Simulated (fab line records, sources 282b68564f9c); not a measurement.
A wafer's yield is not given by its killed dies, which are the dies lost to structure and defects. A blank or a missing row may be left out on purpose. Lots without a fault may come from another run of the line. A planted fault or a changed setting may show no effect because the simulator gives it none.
fab line records	flow rit_cmos
record: lots: 6	wafers: 18	last_day: 7
route steps=202 shown M1@184
lots with no fault: from the same line, run without faults
start_h: hours from the record's opening day to when the first of the lot's shown wafers began	wait_h: time in hours since the lot's previous step	" as in the row above	L1.1+2: a single row standing in for several wafers	- value missing, or start not given	* or withheld: withheld	< > ~ a bound
route shown NAME@n: NAME is a module with steps in the file, n the number in the route of the first one	usual: mean/standard deviation of fault-free wafers	same: alike in all rows	chamber/n: place in a boat	sites: the reading at each site	_std_site: standard deviation across them	_edge_site: the outer-site mean with the inner-site mean subtracted	radius_mm: for every site, how far away it sits from the centre of the wafer	mask NAME#n: copy n	behind: the last tool/chamber to shape the wafer	hold: why the lot was held/for how many hours/how that ended	device: names the non-switching transistor (n, p or np)	end of line: the same wafers' tests at the end of the route	where a step has no rows: the recipe by itself	killed: at the first sort, the dies lost to defects and structure; wafer yield is something else	map: a wafer's dies, marking killed ones x, the rest . and places with no die _
set.NAME: the setting as run; set.NAME@STEP: as run at that earlier step	model.NAME: the simulator's own value behind a step, which no gauge read
lots seen at some steps along the route; tables by step, rows by wafer
services: the hour from which a tool's chamber was out of use, counted from the record's first day as start_h (under 0 if before that day), plus the number of hours and why
== steps ==
step: RIT_M1_SPUTTER_00
recipe: material: Al	target_thk_nm: 400	power_w: 2000	chamber_pressure_pa: 0.4	gas: Ar	time_s: 500	substrate_temp_c: 25
usual: chamber_pressure_pa: 0.4000/0.00082	throttle_valve_pct: 29.9/0.76
lot.wafer	tool	chamber	start_h	wait_h	chamber_pressure_pa	throttle_valve_pct
L997.4	pvd_sputter-01	-	100.59	0.0	0.4004	29.6
L997.5	"	-	"	"	0.4007	29.6
L997.6	"	-	"	"	0.3995	29.3
L101.1	pvd_sputter-03	-	118.37	0.0	0.3995	31.1
L101.3	"	-	"	"	0.3997	29.5
L101.4	"	-	"	"	0.4014	30.8
L108.1	pvd_sputter-02	-	152.65	0.0	0.3992	29.2
L108.5	"	-	"	"	0.4008	29.7
L108.6	"	-	"	"	0.4004	31.3
L109.2	pvd_sputter-03	-	153.91	0.0	0.4010	28.6
L109.4	"	-	"	"	0.4003	30.8
L109.5	"	-	"	"	0.4007	31.1
L111.1	pvd_sputter-01	-	160.75	0.0	0.4017	29.8
L111.3	"	-	"	"	0.4003	29.5
L111.6	"	-	"	"	0.4004	29.1
L112.2	pvd_sputter-02	-	169.80	0.0	0.4007	31.5
L112.5	"	-	"	"	0.4001	29.5
L112.6	"	-	"	"	0.3999	29.4
step: RIT_M1_RS_MEAS_01
recipe: thk_meas_gauge: four-point-probe	reads: Al_of_M1_SPUTTER_00
usual: M1_AL_RS: 0.0732/0.00058
lot.wafer	tool	chamber	start_h	wait_h	M1_AL_RS[ohm/sq]
L997.4	film_metro-03	-	100.94	0.2	0.0731
L997.5	"	-	"	"	0.0726
L997.6	"	-	"	"	0.0735
L101.1	film_metro-01	-	118.66	0.1	0.0739
L101.3	"	-	"	"	0.0728
L101.4	"	-	"	"	0.0733
L108.1	film_metro-02	-	152.94	0.1	0.0735
L108.5	"	-	"	"	0.0732
L108.6	"	-	"	"	0.0729
L109.2	film_metro-03	-	154.22	0.2	0.0736
L109.4	"	-	"	"	0.0743
L109.5	"	-	"	"	0.0743
L111.1	film_metro-01	-	161.04	0.1	0.0741
L111.3	"	-	"	"	0.0743
L111.6	"	-	"	"	0.0746
L112.2	film_metro-03	-	170.12	0.2	0.0736
L112.5	"	-	"	"	0.0735
L112.6	"	-	"	"	0.0731
step: RIT_M1_THK_MEAS_02
recipe: thk_meas_gauge: xrf	reads: Al_of_M1_SPUTTER_00
usual: M1_AL_THK: 402/3.8
lot.wafer	tool	chamber	start_h	wait_h	M1_AL_THK[nm]
L997.4	film_metro-03	-	101.03	0.1	404
L997.5	"	-	"	"	405
L997.6	"	-	"	"	399
L101.1	film_metro-01	-	118.78	0.1	398
L101.3	"	-	"	"	407
L101.4	"	-	"	"	398
L108.1	film_metro-02	-	153.06	0.1	399
L108.5	"	-	"	"	402
L108.6	"	-	"	"	404
L109.2	film_metro-03	-	154.33	0.1	399
L109.4	"	-	"	"	397
L109.5	"	-	"	"	398
L111.1	film_metro-01	-	161.16	0.1	393
L111.3	"	-	"	"	397
L111.6	"	-	"	"	396
L112.2	film_metro-03	-	170.23	0.1	399
L112.5	"	-	"	"	399
L112.6	"	-	"	"	401
step: RIT_M1_HMDS_03
recipe: prime_time_s: 60	prime_temp_c: 140
step: RIT_M1_COAT_04
recipe: resist: NOVOLAK	spin_rpm: 2000	resist_thk_nm: 1300
step: RIT_M1_SOFTBAKE_05
recipe: resist: NOVOLAK	temp_c: 90	time_s: 60
step: RIT_M1_EXPOSE_06
recipe: mask_id: M12	na: 0.6	source_shape: conventional	sigma_outer: 0.5	target_cd_nm: 2600	dose_mj: 250
step: RIT_M1_PEB_07
recipe: resist: NOVOLAK	temp_c: withheld	time_s: withheld
step: RIT_M1_DEVELOP_08
recipe: resist: NOVOLAK	develop_time_s: 68	dev_temp_c: 23
step: RIT_M1_CD_MEAS_09
recipe: target_cd_nm: 2600
usual: cd_nm: 2599.2/2.3
lot.wafer	tool	chamber	start_h	wait_h	cd_nm
L997.4	cd_sem-01	-	102.13	-	2598.9
L997.5	"	-	"	"	2598.9
L997.6	"	-	"	"	2599.7
L101.1	cd_sem-02	-	119.85	-	2604.3
L101.3	"	-	"	"	2599.5
L101.4	"	-	"	"	2600.8
L108.1	cd_sem-02	-	154.00	-	2599.5
L108.5	"	-	"	"	2601.6
L108.6	"	-	"	"	2598.4
L109.2	cd_sem-01	-	155.28	-	2599.7
L109.4	"	-	"	"	2598.0
L109.5	"	-	"	"	2596.9
L111.1	cd_sem-02	-	162.23	-	2602.4
L111.3	"	-	"	"	2600.9
L111.6	"	-	"	"	2600.9
L112.2	cd_sem-02	-	171.37	-	2598.6
L112.5	"	-	"	"	2599.3
L112.6	"	-	"	"	2596.9
step: RIT_M1_OVL_MEAS_10
usual: M1_OVL: 0.7/1.4
lot.wafer	tool	chamber	start_h	wait_h	M1_OVL[nm]
L997.4	overlay-01	-	102.20	0.1	-1.2
L997.5	"	-	"	"	0.3
L997.6	"	-	"	"	-0.5
L101.1	overlay-02	-	119.97	0.1	-0.8
L101.3	"	-	"	"	0.2
L101.4	"	-	"	"	1.0
L108.1	overlay-02	-	154.12	0.1	2.2
L108.5	"	-	"	"	3.2
L108.6	"	-	"	"	4.1
L109.2	overlay-02	-	155.39	0.1	3.2
L109.4	"	-	"	"	1.0
L109.5	"	-	"	"	1.9
L111.1	overlay-02	-	162.35	0.1	-0.7
L111.3	"	-	"	"	0.0
L111.6	"	-	"	"	-0.1
L112.2	overlay-02	-	171.47	0.1	1.1
L112.5	"	-	"	"	1.8
L112.6	"	-	"	"	-0.7
step: RIT_M1_HARDBAKE_11
recipe: resist: NOVOLAK	temp_c: 140	time_s: 120
step: RIT_M1_METAL_ETCH_12
recipe: stop_on: SiO2	chemistry: Cl2/BCl3	target: Al	time_s: 165	over_etch_frac: 0.5	pressure_mtorr: 100	target_depth_a: 6000	rf_w: 250	Cl2_flow_sccm: 60	bcl3_flow_sccm: 50
usual: drypump_motor_current_A: 5.53/0.3	he_backside_leak_sccm: 3.31/0.19	oes_product_au: 0.781/0.014	rf_fwd_power_W: 249.0/0.74	throttle_valve_pct: 8.23/0.07
lot.wafer	tool	chamber	start_h	wait_h	drypump_motor_current_A	he_backside_leak_sccm	oes_product_au	rf_fwd_power_W	rf_hours_counter_h	throttle_valve_pct	model.NOVOLAK_of_M1_COAT_04.thk_nm
L997.4	rie_metal-01	0	102.53	0.1	5.58	3.38	0.764	249.8	-	8.29	816.8
L997.5	"	0	"	"	5.56	3.33	0.770	248.5	-	8.29	817.1
L997.6	"	1	"	"	5.94	3.33	0.773	249.4	-	8.12	808.9
L101.1	rie_metal-02	1	120.25	0.2	5.26	3.19	0.766	249.3	36	8.30	809.2
L101.3	"	1	"	"	5.26	3.55	0.771	247.5	-	8.30	810.4
L101.4	"	1	"	"	5.25	3.70	0.775	248.0	-	8.29	809.4
L108.1	rie_metal-01	1	154.41	0.2	5.95	3.30	0.770	219.9	6	8.14	850.9
L108.5	"	1	"	"	5.96	3.27	0.782	219.3	-	8.13	850.2
L108.6	"	0	"	"	5.54	3.48	0.767	217.9	-	8.27	849.7
L109.2	rie_metal-04	1	155.67	0.2	5.30	3.01	0.786	250.7	3	8.27	819.3
L109.4	"	1	"	"	5.29	3.08	0.771	250.2	-	8.28	819.8
L109.5	"	0	"	"	5.33	3.25	0.806	249.1	-	8.20	811
L111.1	rie_metal-01	1	162.63	0.2	5.93	3.27	0.774	219.2	6	8.13	848.9
L111.3	"	1	"	"	5.93	3.28	0.776	218.8	-	8.14	852.4
L111.6	"	0	"	"	5.56	3.32	0.754	218.9	-	8.32	857.7
L112.2	rie_metal-04	0	171.75	0.2	5.32	3.31	0.812	249.3	3	8.22	806.8
L112.5	"	0	"	"	5.34	3.24	0.812	247.7	-	8.21	810.5
L112.6	"	1	"	"	5.27	3.06	0.781	249.4	-	8.27	817.5
step: RIT_M1_STRIP_13
recipe: chemistry: nmp	resist: NOVOLAK	temp_c: 80	time_s: 600	dry: n2_spin
step: RIT_M1_STRIP_14
recipe: chemistry: O2	time_s: 180	platen_temp_c: withheld	power_w: 500	pressure_mtorr: 4000	o2_flow_sccm: 4000
usual: drypump_motor_current_A: 5.75/0.28	rf_refl_power_W: 7.0/1.6
lot.wafer	tool	chamber	start_h	wait_h	drypump_motor_current_A	rf_hours_counter_h	rf_refl_power_W
L997.4	plasma_asher-01	1	102.87	0.1	6.06	-	8.4
L997.5	"	0	"	"	5.71	-	8.6
L997.6	"	1	"	"	6.08	-	8.5
L101.1	plasma_asher-01	0	120.77	0.0	5.73	46	9.0
L101.3	"	0	"	"	5.75	-	9.1
L101.4	"	1	"	"	6.04	-	8.3
L108.1	plasma_asher-02	0	154.74	0.0	5.77	37	5.9
L108.5	"	1	"	"	6.02	-	8.3
L108.6	"	0	"	"	5.79	-	5.9
L109.2	plasma_asher-02	0	156.01	0.0	5.78	37	6.1
L109.4	"	1	"	"	6.00	-	8.5
L109.5	"	1	"	"	6.01	-	8.7
L111.1	plasma_asher-01	1	162.97	0.0	6.05	51	8.6
L111.3	"	1	"	"	6.07	-	8.6
L111.6	"	0	"	"	5.73	-	8.9
L112.2	plasma_asher-01	0	172.26	0.0	5.74	52	8.7
L112.5	"	1	"	"	6.06	-	8.2
L112.6	"	0	"	"	5.73	-	8.8
step: RIT_M1_CD_MEAS_90
recipe: target_cd_nm: 2600
usual: cd_nm: 2599.3/2.6
lot.wafer	tool	chamber	start_h	wait_h	cd_nm
L997.4	cd_sem-02	-	103.04	0.1	2601.2
L997.5	"	-	"	"	2599.4
L997.6	"	-	"	"	2602.0
L101.1	cd_sem-01	-	120.95	0.1	2603.5
L101.3	"	-	"	"	2599.3
L101.4	"	-	"	"	2600.4
L108.1	cd_sem-02	-	154.92	0.1	2603.9
L108.5	"	-	"	"	2607.1
L108.6	"	-	"	"	2603.3
L109.2	cd_sem-02	-	156.20	0.1	2600.6
L109.4	"	-	"	"	2600.3
L109.5	"	-	"	"	2595.8
L111.1	cd_sem-01	-	163.15	0.1	2608.6
L111.3	"	-	"	"	2606.2
L111.6	"	-	"	"	2607.9
L112.2	cd_sem-01	-	172.46	0.1	2599.1
L112.5	"	-	"	"	2599.7
L112.6	"	-	"	"	2597.0
step: RIT_M1_ANNEAL_15
recipe: temp_c: 450	time_s: 1800	ambient: forming_gas_H2N2
step: RIT_M1_PROBE_99
usual: defect_limited_yield: 97.3/1.1	killed_at_contacts: 0.1/0.37	killed_at_front_end: 6.9/2.9	killed_dies: 7.1/2.9	killed_open: 3.3/1.8	killed_short: 3.6/2.2	sort_bin_3_pad_short: 0.2/0.25	sort_bin_5_function: 1.4/0.75	sort_bin_6_memory: 1.1/0.62	sort_n_pass: 256.9/2.9	sort_yield_pct: 97.3/1.1
same: gross_dies: 264	killed_at_M0_to_M3: 0	killed_at_M4_up: 0	killed_at_back_side: 0	killed_at_other: 0
lot.wafer	tool	chamber	start_h	wait_h	defect_limited_yield[%]	killed_at_contacts	killed_at_front_end	killed_dies	killed_open	killed_short	sort_bin_3_pad_short[%]	sort_bin_5_function[%]	sort_bin_6_memory[%]	sort_n_pass	sort_yield_pct[%]	model.etest.antenna_m1.vt_shift_v
L997.4	prober-02	-	104.91	0.2	95.5	1	11	12	2	10	0.8	1.5	2.3	252.0	95.5	-0.01211
L997.5	prober-02	-	104.96	0.2	96.6	0	9	9	7	2	0	1.9	1.5	255.0	96.6	-0.006378
L997.6	prober-02	-	105.01	0.2	96.6	1	8	9	6	3	0.4	1.5	1.5	255.0	96.6	-0.01687
L101.1	prober-02	-	122.69	0.1	96.2	0	10	10	3	7	0	1.5	2.3	254.0	96.2	-0.0168
L101.3	prober-02	-	122.79	0.2	98.1	0	5	5	3	2	0	0.8	1.1	259.0	98.1	-0.009723
L101.4	prober-02	-	122.84	0.2	97.3	0	7	7	3	4	0.4	0.8	1.5	257.0	97.3	-0.01033
L108.1	prober-01	-	156.66	0.1	98.1	0	5	5	2	3	0	0.8	1.1	259.0	98.1	-0.002492
L108.5	prober-01	-	156.86	0.2	94.3	0	15	15	7	8	0.8	2.3	2.7	249.0	94.3	-0.006478
L108.6	prober-01	-	156.91	0.2	96.2	2	8	10	3	5	0.4	1.9	1.5	254.0	96.2	-0.007679
L109.2	prober-02	-	158.21	0.1	98.5	0	4	4	1	3	0	0.8	0.8	260.0	98.5	-0.01288
L109.4	prober-02	-	158.31	0.2	99.2	1	1	2	0	1	0	0.4	0.4	262.0	99.2	-0.008764
L109.5	prober-02	-	158.36	0.2	97.7	1	5	6	1	4	0.4	0.8	1.1	258.0	97.7	-0.01006
L111.1	prober-02	-	164.89	0.1	98.1	0	5	5	1	4	0.8	0.8	0.4	259.0	98.1	-0.004479
L111.3	prober-02	-	164.99	0.2	97.0	0	8	8	5	3	0.4	0.8	1.9	256.0	97.0	-0.005619
L111.6	prober-02	-	165.14	0.2	95.1	0	13	13	8	5	0	3.0	1.9	251.0	95.1	-0.007159
L112.2	prober-01	-	174.23	0.1	96.6	0	9	9	7	2	0	1.5	1.9	255.0	96.6	-0.01251
L112.5	prober-01	-	174.38	0.2	96.6	0	9	9	4	5	0.4	1.1	1.9	255.0	96.6	-0.01276
L112.6	prober-01	-	174.43	0.2	97.3	0	7	7	2	5	0.4	0.4	1.9	257.0	97.3	-0.009884
killed by level:class
L997.4 GATE:geometric_particle:short=3 FOX1:geometric_particle:short=2 SPACER:geometric_particle:short=2 FOX1:geometric_particle:open=1 FOX2:geometric_particle:short=1 FOX2:geometric_particle:open=1 SILICIDE:geometric_particle:short=1 CONTACT:geometric_particle:short=1
L997.5 SPACER:geometric_particle:open=3 GATE:geometric_particle:open=2 SILICIDE:geometric_particle:open=2 REOX:geometric_particle:short=1 SILICIDE:geometric_particle:short=1
L997.6 FOX2:geometric_particle:open=2 FOX1:geometric_particle:open=1 GATE:geometric_particle:open=1 REOX:geometric_particle:open=1 SPACER:geometric_particle:short=1 SILICIDE:geometric_particle:open=1 SILICIDE:geometric_particle:short=1 CONTACT:geometric_particle:short=1
L101.1 GATE:geometric_particle:short=3 SPACER:geometric_particle:short=3 FOX1:geometric_particle:short=1 GATE:geometric_particle:open=1 REOX:geometric_particle:open=1 SPACER:geometric_particle:open=1
L101.3 GATE:geometric_particle:open=2 GATE:geometric_particle:short=1 SPACER:geometric_particle:open=1 SPACER:geometric_particle:short=1
L101.4 FOX2:geometric_particle:short=1 GATE:geometric_particle:open=1 GATE:geometric_particle:short=1 REOX:geometric_particle:short=1 REOX:geometric_particle:open=1 SPACER:geometric_particle:open=1 SPACER:geometric_particle:short=1
L108.1 GATE:geometric_particle:short=2 FOX2:geometric_particle:open=1 FOX2:geometric_particle:short=1 GATE:geometric_particle:open=1
L108.5 REOX:geometric_particle:open=3 GATE:geometric_particle:open=2 GATE:geometric_particle:short=2 REOX:geometric_particle:short=2 SILICIDE:geometric_particle:open=2 SILICIDE:geometric_particle:short=2 FOX1:geometric_particle:short=1 FOX2:geometric_particle:short=1
L108.6 FOX1:geometric_particle:open=2 SILICIDE:geometric_particle:short=2 CONTACT:coat_microbubble_printed=2 FOX1:geometric_particle:short=1 FOX2:geometric_particle:short=1 GATE:geometric_particle:open=1 SPACER:geometric_particle:short=1
L109.2 GATE:geometric_particle:short=2 FOX2:geometric_particle:open=1 SILICIDE:geometric_particle:short=1
L109.4 GATE:geometric_particle:short=1 CONTACT:coat_microbubble_printed=1
L109.5 GATE:geometric_particle:short=2 GATE:geometric_particle:open=1 REOX:geometric_particle:short=1 SILICIDE:geometric_particle:short=1 CONTACT:coat_microbubble_printed=1
L111.1 FOX1:geometric_particle:short=2 FOX2:geometric_particle:short=2 FOX2:geometric_particle:open=1
L111.3 SILICIDE:geometric_particle:open=2 FOX1:geometric_particle:short=1 FOX1:geometric_particle:open=1 GATE:geometric_particle:open=1 REOX:geometric_particle:short=1 SPACER:geometric_particle:open=1 SILICIDE:geometric_particle:short=1
L111.6 SPACER:geometric_particle:open=5 FOX2:geometric_particle:short=2 SILICIDE:geometric_particle:short=2 FOX1:geometric_particle:open=1 FOX2:geometric_particle:open=1 GATE:geometric_particle:short=1 REOX:geometric_particle:open=1
L112.2 GATE:geometric_particle:open=3 REOX:geometric_particle:open=2 FOX1:geometric_particle:open=1 FOX2:geometric_particle:short=1 GATE:geometric_particle:short=1 SILICIDE:geometric_particle:open=1
L112.5 FOX1:geometric_particle:short=3 REOX:geometric_particle:open=2 FOX1:geometric_particle:open=1 GATE:geometric_particle:short=1 REOX:geometric_particle:short=1 SPACER:geometric_particle:open=1
L112.6 FOX1:geometric_particle:short=1 GATE:geometric_particle:open=1 GATE:geometric_particle:short=1 SPACER:geometric_particle:short=1 SILICIDE:geometric_particle:short=1 SILICIDE:geometric_particle:open=1 STARTING-WAFER:geometric_particle:short=1
== services ==
tool	chamber	start_h	hours	kind
rie_metal-02	0	77.82	49.2	repair
rie_metal-04	-	99.07	21.9	repair
rie_metal-02	1	113.30	3.3	repair
rie_metal-01	1	132.65	2.8	repair
rie_metal-02	-	136.12	20.0	pm
rie_metal-02	0	136.12	20.0	vent_cycle
rie_metal-02	1	136.12	20.0	vent_cycle
rie_metal-02	-	156.12	1.4	pm
rie_metal-02	0	156.12	-	clean
rie_metal-02	1	156.12	-	clean
== key ==
first_sign: step: RIT_M1_METAL_ETCH_12	reading: rf_fwd_power_W	direction: down	sigmas: 40	usual: 249.0	struck: 219.0
effect: step: RIT_M1_CD_MEAS_90	reading: cd_nm	direction: up	sigmas: 2.6	usual: 2599.3	struck: 2606.2
model_effect: step: RIT_M1_METAL_ETCH_12	value: NOVOLAK_of_M1_COAT_04.thk_nm	without: 812.7	struck: 851.6
model_effect: step: RIT_M1_PROBE_99	value: etest.antenna_m1.vt_shift_v	without: -0.01086	struck: -0.005651
met_at RIT_M1_METAL_ETCH_12
struck_wafers L108.1,L108.5,L108.6,L111.1,L111.3,L111.6
onset_between 102.53 154.41
fault: kind: process_parameter_drift	tool: rie_metal-01	chamber: -	onset_h: 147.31	steps: RIT_M1_METAL_ETCH_12	channel: rf_w	offset: -30	shape: step	end_h: 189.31	stated: 250
